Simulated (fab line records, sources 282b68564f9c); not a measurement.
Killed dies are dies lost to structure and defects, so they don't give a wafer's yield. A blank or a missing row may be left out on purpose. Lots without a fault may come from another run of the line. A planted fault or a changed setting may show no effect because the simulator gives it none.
A struck lot beside a sound one | flow rit_cmos | 27 steps out of a route of 202
Sound: wafers L401.4, L401.5, L401.6. Struck: wafers L409.1, L409.5, L409.6. The cause comes at the end.
At each step with rows: each side's tool, then ch and its chambers, then its first start. Under that, the readings that differ: sound wafers | struck wafers | difference of the means | sigmas: that difference in standard deviations of wafers without a fault.
alike: readings whose means differ by less than 2 such deviations, and words and numbers that are the same on both sides. not compared: withheld readings, readings that some wafer has no value for, bounds like >300 that may hide the same value, and numbers for which the record gives no deviation and whose values overlap.
The two part at a step that has a row with sigmas, a row that says differs or no value, or rows on one side only. Numbers that don't overlap but have no deviation are shown without sigmas and don't part them. A reading that every wafer of one side lacks parts them only if that side has two wafers or more.

first, 4 steps without rows for these wafers: RIT_CONTACT_SOFTBAKE_04 (time 60 s); RIT_CONTACT_EXPOSE_05 (exposes mask M11, target cd 1000 nm); RIT_CONTACT_PEB_06; RIT_CONTACT_DEVELOP_07 (develop time 120 s).
RIT_CONTACT_CD_MEAS_08: target cd 1000 nm.
  sound on cd_sem-02, day 5 05:45; struck on cd_sem-02, day 6 22:55
  alike: cd_nm
RIT_CONTACT_OVL_MEAS_09:
  sound on overlay-01, day 5 05:50; struck on overlay-01, day 6 23:02
  alike: CONTACT_OVL
then, 1 step without rows for these wafers: RIT_CONTACT_HARDBAKE_10 (time 60 s).
RIT_CONTACT_ETCH_11: etches SiO2 in CHF3/CF4/Ar, stops on TiSi2, target depth 480 nm, time 320 s.
  sound on rie_diel-04 ch 0,3, day 5 06:01; struck on rie_diel-04 ch 0,1,2, day 6 23:14
  alike: drypump_motor_current_A, oes_product_au, throttle_valve_pct
  not compared: rf_hours_counter_h
RIT_CONTACT_STRIP_12: strips in O2, time 180 s.
  sound on plasma_asher-02 ch 0,1, day 5 06:16; struck on plasma_asher-01 ch 0,1, day 6 23:26
  alike: drypump_motor_current_A
  not compared: rf_hours_counter_h
RIT_CONTACT_CD_MEAS_90: target cd 1000 nm.
  sound on cd_sem-02, day 5 06:27; struck on cd_sem-01, day 6 23:36
  alike: cd_nm
then, 2 steps without rows for these wafers: RIT_CONTACT_CLEAN_13 (cleans in SC1, time 600 s); RIT_CONTACT_CLEAN_14 (cleans in SC2, time 600 s).
RIT_M1_SPUTTER_00: material Al, target thk 400 nm, time 500 s.
  sound on pvd_sputter-01, day 5 06:55; struck on pvd_sputter-01, day 7 00:04
  alike: chamber_pressure_pa, throttle_valve_pct
RIT_M1_RS_MEAS_01: measures by four-point-probe.
  sound on film_metro-04, day 5 07:16; struck on film_metro-02, day 7 00:22
  reading           | sound                | struck               | difference | sigmas
  M1_AL_RS (ohm/sq) | 0.0735 0.0738 0.0733 | 0.0906 0.0904 0.0903 | +0.0169    | +22
RIT_M1_THK_MEAS_02: measures by xrf.
  sound on film_metro-04, day 5 07:21; struck on film_metro-02, day 7 00:29
  reading        | sound       | struck      | difference | sigmas
  M1_AL_THK (nm) | 396 395 396 | 333 335 332 | -62        | -12
then, 6 steps without rows for these wafers: RIT_M1_HMDS_03 (prime time 60 s); RIT_M1_COAT_04 (resist thk 1300 nm); RIT_M1_SOFTBAKE_05 (time 60 s); RIT_M1_EXPOSE_06 (exposes mask M12, target cd 2600 nm); RIT_M1_PEB_07; RIT_M1_DEVELOP_08 (develop time 68 s).
RIT_M1_CD_MEAS_09: target cd 2600 nm.
  sound on cd_sem-02, day 5 08:27; struck on cd_sem-02, day 7 01:25
  alike: cd_nm
RIT_M1_OVL_MEAS_10:
  sound on overlay-01, day 5 08:32; struck on overlay-02, day 7 01:32
  alike: M1_OVL
then, 1 step without rows for these wafers: RIT_M1_HARDBAKE_11 (time 120 s).
RIT_M1_METAL_ETCH_12: etches Al in Cl2/BCl3, stops on SiO2, time 165 s, target depth 600 nm.
  sound on rie_metal-03 ch 0,1, day 5 08:51; struck on rie_metal-04 ch 0,1, day 7 01:50
  reading               | sound             | struck            | difference | sigmas
  oes_product_au (a.u.) | 0.787 0.778 0.768 | 0.708 0.732 0.702 | -0.064     | -6
  alike: drypump_motor_current_A, he_backside_leak_sccm, mfc_cl2_sccm, throttle_valve_pct
  not compared: rf_hours_counter_h
then, 1 step without rows for these wafers: RIT_M1_STRIP_13 (strips in nmp, time 600 s).
RIT_M1_PROBE_99:
  sound on prober-01, day 5 11:13; struck on prober-02, day 7 04:05
  reading                                          | sound             | struck               | difference | sigmas
  model.etest.nmos_turned.drive_ua_um              | 304.9 288.5 304.8 | 310.4 310.7 318.8    | +13.9      |
  model.etest.poly_comb_over_steps.leak_log10_a_um | -12.7 -12.7 -12.8 | -9.126 -10.14 -9.764 | +3.057     |
  alike: killed_at_M0_to_M3, killed_at_front_end, killed_dies, killed_open, killed_short
  not compared: model.etest.pmos_turned.r_on_ohm_um, model.etest.pmos_turned.drive_ua_um, model.etest.nmos_0p15.tox_inv_nm

WHERE THEY PART
First at RIT_M1_RS_MEAS_01; last, within this record, at RIT_M1_METAL_ETCH_12. Later steps at which nothing parts them and some readings are alike: RIT_M1_PROBE_99.

WHY: what the simulator had put in
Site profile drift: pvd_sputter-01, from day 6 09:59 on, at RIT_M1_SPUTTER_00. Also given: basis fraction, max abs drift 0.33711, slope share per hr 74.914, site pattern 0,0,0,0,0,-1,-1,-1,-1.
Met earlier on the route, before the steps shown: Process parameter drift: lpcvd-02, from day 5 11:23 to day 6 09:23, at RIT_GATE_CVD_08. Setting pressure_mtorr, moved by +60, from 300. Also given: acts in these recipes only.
